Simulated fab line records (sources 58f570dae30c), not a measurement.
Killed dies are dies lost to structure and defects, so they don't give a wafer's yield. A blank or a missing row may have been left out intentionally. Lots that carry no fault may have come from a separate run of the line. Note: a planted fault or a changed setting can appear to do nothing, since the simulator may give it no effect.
fab line records	flow berkeley_cmos170
record lots=14	wafers=42	last_day=13
route steps=331 shown PFIELD@83 GATE@140 PSD@184 M3@327
lots untouched by any fault: they come from a run of this same line in which no faults occurred
start_h: start of the lot's first displayed wafer, in hours after the record's first day	wait_h: time in hours since the lot's previous step	" unchanged from the row above	L1.1+2: a single row standing in for several wafers	- no value present, or no start provided	* or withheld: withheld	< > ~ a bound
route shown NAME@n: a module of which the file shows steps, and the number in the route of the first	usual: the fault-free wafers' mean and standard deviation	same: alike in all rows	chamber/n: place in a boat	sites: per-site readings	_std_site: standard deviation of those values	_edge_site: the outer-site mean with the inner-site mean subtracted	radius_mm: how far each site lies from the wafer's centre	mask NAME#n: copy n	behind: tool/chamber where the wafer was last shaped	hold: the reason the lot was held/the length of the hold in hours/how it ended	device: whichever transistor did not switch (one of n, p or np)	end of line: the same wafers' tests at the end of the route	for a step that has no rows: nothing shown but its recipe	killed: dies that structure and defects cost at the first sort, which is not the same as the wafer's yield	map: per-die view of a wafer (x killed, . not killed, _ where there is no die)
set.NAME: the setting that was run; set.NAME@STEP: the one run at that earlier step	model.NAME: the simulator's own value behind a step, which no gauge read
one table for each step of the route and one row for each wafer, over a sample of lots
services: the hour from which a tool's chamber was out of use, counted from the record's first day as start_h (under 0 if before that day), plus the number of hours and why
## steps
# step UCB170_PFIELD_PEB_04
# recipe peb_temp_c=130	peb_time_s=withheld	resist=KrF
# usual chill_plate_temp_C=23.01/0.11	exhaust_pa=45.3/0.86
lot.wafer	tool	chamber	start_h	wait_h	chill_plate_temp_C	exhaust_pa
L314.1	litho_track-03	0	95.72	0.8	23.05	44.1
L314.2	"	0	"	"	22.90	45.1
L314.3	"	0	"	"	23.01	45.1
L315.2	litho_track-02	0	95.81	0.5	23.02	46.1
L315.4	"	0	"	"	22.97	45.7
L315.6	"	0	"	"	23.00	45.7
L318.1	litho_track-03	0	118	-	23.02	44.6
L318.2	"	0	"	"	22.99	45.5
L318.6	"	0	"	"	23.08	44.6
L321.2	litho_track-02	0	119.63	0.8	22.97	44.8
L321.4	"	0	"	"	23.18	45.6
L321.5	"	0	"	"	23.02	45.9
L320.1	litho_track-04	0	119.76	0.7	22.98	45.6
L320.4	"	0	"	"	23.00	45.5
L320.6	"	0	"	"	22.89	45.5
L319.3	litho_track-02	0	119.93	0.6	23.09	44.8
L319.4	"	0	"	"	22.96	45.6
L319.6	"	0	"	"	23.20	44.8
L322.2	litho_track-04	0	131.77	0.4	23.03	45.5
L322.3	"	0	"	"	23.17	44.6
L322.4	"	0	"	"	23.19	45.4
L325.1	litho_track-02	0	154.70	0.3	22.98	45.7
L325.3	"	0	"	"	23.07	45.7
L325.4	"	0	"	"	23.00	44.0
L326.1	litho_track-04	-	158.43	0.7	-	-
L326.4	"	-	"	"	-	-
L326.6	"	-	"	"	-	-
L328.2	litho_track-04	-	160.27	0.1	-	-
L328.3	"	-	"	"	-	-
L328.6	"	-	"	"	-	-
L335.1	litho_track-04	0	187.21	0.3	22.99	45.7
L335.3	"	0	"	"	23.00	46.5
L335.4	"	0	"	"	23.00	45.8
L334.1	litho_track-02	0	187.34	0.1	23.09	44.9
L334.4	"	0	"	"	23.08	45.1
L334.6	"	0	"	"	23.05	45.0
L336.2	litho_track-04	0	205.21	0.1	22.90	45.1
L336.5	"	0	"	"	22.72	45.6
L336.6	"	0	"	"	22.83	46.0
L337.1	litho_track-04	0	218.03	0.2	22.96	44.9
L337.2	"	0	"	"	23.09	44.9
L337.6	"	0	"	"	22.99	43.7
# step UCB170_GATE_ETCH_14
# recipe chemistry=N2/H2	target_depth_a=withheld	overetch_a=withheld	target=BARC	time_s=withheld	source_w=500	bias_w=100	pressure_mtorr=30	n2_flow_sccm=100	h2_flow_sccm=200
# usual drypump_motor_current_A=5.8/0.5	oes_product_au=1.007/0.022	throttle_valve_pct=13.36/0.19
lot.wafer	tool	chamber	start_h	wait_h	drypump_motor_current_A	oes_product_au	throttle_valve_pct
L315.2	rie_diel-04	2	148.81	0.0	6.1	1.028	13.20
L315.4	"	3	"	"	5.9	0.983	13.19
L315.6	"	0	"	"	5.8	1.014	13.48
L314.1	rie_diel-01	0	149.13	0.0	6.3	0.992	13.29
L314.2	"	3	"	"	5.3	0.986	13.49
L314.3	"	2	"	"	6.5	1.025	13.35
L320.1	rie_diel-04	1	175.30	0.0	5.6	0.988	13.11
L320.4	"	2	"	"	6.1	1.051	13.22
L320.6	"	0	"	"	5.8	1.020	13.48
L318.1	rie_diel-01	3	175.70	0.0	5.4	0.992	13.49
L318.2	"	1	"	"	4.7	0.969	12.98
L318.6	"	3	"	"	5.4	0.977	13.47
L319.3	rie_diel-04	1	175.94	0.0	5.6	0.974	13.12
L319.4	"	1	"	"	5.6	0.981	13.11
L319.6	"	0	"	"	5.8	1.014	13.48
L321.2	rie_diel-03	3	176.06	0.0	6.5	1.033	13.40
L321.4	"	1	"	"	5.8	1.031	13.53
L321.5	"	1	"	"	5.8	1.022	13.52
L322.2	rie_diel-01	1	187.49	0.0	4.7	0.976	13.00
L322.3	"	2	"	"	6.4	1.016	13.36
L322.4	"	2	"	"	6.5	1.004	13.36
L325.1	rie_diel-03	1	209.66	0.0	5.7	1.023	13.50
L325.3	"	0	"	"	5.7	0.993	13.61
L325.4	"	3	"	"	6.6	1.041	13.40
L326.1	rie_diel-04	3	210.29	0.0	5.9	0.992	13.19
L326.4	"	0	"	"	5.8	1.013	13.49
L326.6	"	2	"	"	6.1	1.047	13.22
L328.2	rie_diel-01	1	210.65	0.0	4.7	0.977	12.98
L328.3	"	0	"	"	6.3	1.002	13.27
L328.6	"	1	"	"	4.7	0.974	13.00
L335.1	rie_diel-04	1	243.47	0.0	5.6	0.982	13.11
L335.3	"	3	"	"	5.9	0.991	13.20
L335.4	"	0	"	"	5.8	1.020	13.47
L334.1	rie_diel-03	0	244.00	0.0	5.7	0.983	13.60
L334.4	"	1	"	"	5.8	1.027	13.51
L334.6	"	1	"	"	5.8	1.028	13.52
L336.2	rie_diel-01	3	266.77	0.0	5.4	0.980	13.48
L336.5	"	1	"	"	4.7	0.958	12.99
L336.6	"	2	"	"	6.4	1.007	13.37
L337.1	rie_diel-03	2	273.18	0.0	5.5	1.016	13.62
L337.2	"	0	"	"	5.8	0.980	13.59
L337.6	"	3	"	"	6.5	1.031	13.39
# step UCB170_PSD_STRIP_09
# recipe chemistry=O2	power_w=400	pressure_mtorr=3500	platen_temp_c=withheld	o2_flow_sccm=400	overash_fraction=0.5
# usual drypump_motor_current_A=5.40/0.28	oes_product_au=0.600/0.0045	strip_time_to_endpoint_s=29.38/0.076
lot.wafer	tool	chamber	start_h	wait_h	drypump_motor_current_A	oes_product_au	rf_hours_counter_h	strip_time_to_endpoint_s
L314.1	plasma_asher-03	0	161.00	0.1	5.11	0.601	38	29.28
L314.2	"	1	"	"	5.86	0.596	38	29.32
L314.3	"	0	"	"	5.12	0.598	-	29.35
L315.2	plasma_asher-01	0	161.12	0.1	5.57	0.596	47	29.41
L315.4	"	0	"	"	5.58	0.600	-	29.44
L315.6	"	1	"	"	5.07	0.601	-	29.43
L318.1	plasma_asher-03	1	189.71	0.1	5.83	0.604	40	29.38
L318.2	"	0	"	"	5.12	0.593	40	29.36
L318.6	"	1	"	"	5.81	0.608	-	29.39
L319.3	plasma_asher-04	0	189.98	0.1	5.48	0.592	-	29.44
L319.4	"	1	"	"	5.39	0.598	-	29.51
L319.6	"	0	"	"	5.46	0.597	-	29.39
L321.2	plasma_asher-01	0	190.22	0.1	5.57	0.604	50	29.47
L321.4	"	1	"	"	5.03	0.593	-	29.42
L321.5	"	1	"	"	5.04	0.600	-	29.36
L320.1	plasma_asher-04	1	190.46	0.1	5.40	0.611	7	29.49
L320.4	"	0	"	"	5.44	0.605	-	29.48
L320.6	"	1	"	"	5.40	0.603	-	29.45
L322.2	plasma_asher-04	0	200.83	0.1	5.44	0.603	8	29.36
L322.3	"	0	"	"	5.45	0.601	-	29.27
L322.4	"	1	"	"	5.42	0.601	-	29.37
L325.1	plasma_asher-03	0	222.73	0.1	5.10	0.598	44	29.41
L325.3	"	1	"	"	5.83	0.601	-	29.39
L325.4	"	0	"	"	5.10	0.597	-	29.50
L326.1	plasma_asher-01	1	223.01	0.1	5.05	0.595	54	29.27
L326.4	"	1	"	"	5.06	0.602	-	29.27
L326.6	"	1	"	"	5.03	0.603	-	29.21
L328.2	plasma_asher-01	0	223.23	0.1	5.55	0.592	54	29.28
L328.3	"	0	"	"	5.57	0.606	-	29.26
L328.6	"	1	"	"	5.05	0.595	-	29.28
L335.1	plasma_asher-03	1	256.32	0.1	5.85	0.607	48	29.34
L335.3	"	1	"	"	5.84	0.608	-	29.28
L335.4	"	0	"	"	5.12	0.604	-	29.38
L334.1	plasma_asher-03	1	256.84	0.1	5.82	0.600	48	29.38
L334.4	"	0	"	"	5.12	0.607	-	29.34
L334.6	"	1	"	"	5.83	0.593	-	29.40
L336.2	plasma_asher-03	1	277.93	0.1	5.82	0.601	51	29.32
L336.5	"	0	"	"	5.13	0.602	-	29.36
L336.6	"	1	"	"	5.85	0.606	-	29.34
L337.1	plasma_asher-04	0	285.04	0.1	5.48	0.598	15	29.35
L337.2	"	1	"	"	5.39	0.595	15	29.31
L337.6	"	1	"	"	5.39	0.601	-	29.38
# step UCB170_M3_METAL_ETCH_18
# recipe chemistry=Cl2/BCl3	target=Al	stop_on=SiO2	pressure_mtorr=12	target_depth_a=11700	over_etch_frac=0.3	time_s=195	icp_w=600	bias_w=120	Cl2_flow_sccm=90	bcl3_flow_sccm=45
# usual drypump_motor_current_A=5.67/0.27	oes_product_au=0.867/0.011	throttle_valve_pct=24.22/0.23
lot.wafer	tool	chamber	start_h	wait_h	drypump_motor_current_A	oes_product_au	rf_hours_counter_h	throttle_valve_pct
L314.1	rie_metal-03	0	188.05	-	5.63	0.836	12	24.43
L314.2	"	1	"	"	5.45	0.875	8	23.88
L314.3	"	0	"	"	5.61	0.843	-	24.42
L315.2	rie_metal-02	0	188.50	-	5.72	0.868	2	24.45
L315.4	"	1	"	"	5.98	0.876	-	24.01
L315.6	"	0	"	"	5.76	0.872	-	24.44
L318.1	rie_metal-01	0	215.88	-	5.26	0.860	1	24.45
L318.2	"	1	"	"	6.03	0.868	9	24.22
L318.6	"	0	"	"	5.27	0.864	-	24.44
L319.3	rie_metal-03	0	217.76	-	5.64	0.846	-	24.43
L319.4	"	1	"	"	5.52	0.883	-	23.87
L319.6	"	1	"	"	5.49	0.880	-	23.87
L321.2	rie_metal-01	1	218.91	-	6.00	0.874	9	24.23
L321.4	"	0	"	"	5.24	0.852	-	24.45
L321.5	"	0	"	"	5.28	0.857	-	24.45
L320.1	rie_metal-02	1	222.52	-	5.96	0.860	14	24.03
L320.4	"	0	"	"	5.73	0.868	-	24.45
L320.6	"	1	"	"	5.94	0.861	-	24.02
L322.2	rie_metal-01	0	228.27	-	5.21	0.861	2	24.43
L322.3	"	1	"	"	5.99	0.867	-	24.21
L322.4	"	0	"	"	5.22	0.864	-	24.45
L325.1	rie_metal-01	1	250.29	-	6.02	0.880	10	24.23
L325.3	"	1	"	"	6.03	0.877	-	24.20
L325.4	"	0	"	"	5.21	0.865	-	24.44
L326.1	rie_metal-02	0	253.46	-	5.74	0.861	4	24.47
L326.4	"	1	"	"	5.97	0.869	-	24.02
L326.6	"	1	"	"	5.99	0.860	-	24.01
L328.2	rie_metal-02	0	254.43	-	5.78	0.876	4	24.45
L328.3	"	1	"	"	5.96	0.870	-	24.03
L328.6	"	1	"	"	5.94	0.867	-	24.02
L335.1	rie_metal-01	0	279.29	-	5.22	0.867	3	24.42
L335.3	"	0	"	"	5.25	0.858	-	24.46
L335.4	"	1	"	"	6.01	0.864	-	24.22
L334.1	rie_metal-01	1	284.40	-	6.00	0.871	11	24.21
L334.4	"	0	"	"	5.24	0.854	-	24.44
L334.6	"	0	"	"	5.26	0.849	-	24.45
L336.2	rie_metal-03	0	304.08	-	5.64	0.867	1	24.39
L336.5	"	1	"	"	5.49	0.888	-	23.88
L336.6	"	0	"	"	5.61	0.865	-	24.40
L337.1	rie_metal-01	1	315.47	-	6.02	0.862	11	24.22
L337.2	"	0	"	"	5.25	0.859	3	24.44
L337.6	"	1	"	"	6.01	0.862	-	24.21
## services
tool	chamber	start_h	hours	kind
rie_metal-02	-	76.51	0.2	repair
rie_diel-01	3	91.27	6.8	repair
rie_metal-01	-	103.52	2.8	pm
plasma_asher-03	-	108.03	2.7	repair
plasma_asher-04	-	108.75	9.0	pm
rie_diel-01	0	111.53	2.7	repair
rie_metal-01	0	121.56	-	clean
rie_diel-04	2	132.28	9.8	repair
plasma_asher-01	-	132.31	2.8	pm
rie_diel-04	-	152.38	4.3	pm
rie_diel-03	0	180.05	4.7	repair
rie_metal-01	-	187.27	15.6	pm
rie_metal-03	1	209.83	1.2	repair
rie_diel-01	0	220.29	2.6	repair
rie_metal-03	-	225.28	0.4	repair
rie_diel-04	2	229.45	6.9	repair
plasma_asher-04	-	240.78	21.9	repair
rie_diel-01	2	247.95	8.5	repair
rie_metal-02	-	252.15	0.9	repair
rie_diel-01	0	256.00	32.7	repair
rie_metal-01	-	291.81	14.6	pm
rie_diel-04	0	293.30	2.6	repair
rie_diel-03	2	311.81	2.1	repair
rie_metal-01	0	313.67	1.4	repair
## key
first_sign step=UCB170_PFIELD_PEB_04	reading=tool_record	direction=missing
effect none on later readings
met_at UCB170_PFIELD_PEB_04
struck_lots L326,L328
sort_left_out L326.1,L326.4,L326.6,L328.2,L328.3,L328.6
tester_left_out L326,L328
not_acting_at UCB170_GATE_ETCH_14,UCB170_PSD_STRIP_09,UCB170_M3_METAL_ETCH_18
onset_between 131.77 158.43
fault kind=skipped_step_whole	tool=litho_track-04	chamber=-	onset_h=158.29	steps=UCB170_PFIELD_PEB_04	scope=struck_lots_only
# tester_left_out: of these lots the tester's yield and bins aren't shown, on N5 and GAA mostly nor the transistor test; their killed dies are dies lost to structure and defects alone, not to doping, threshold or leakage, so they don't give the yield
# sort_left_out: the simulated sort isn't trusted on such a fault, so these wafers' sort isn't shown, and their yield isn't known
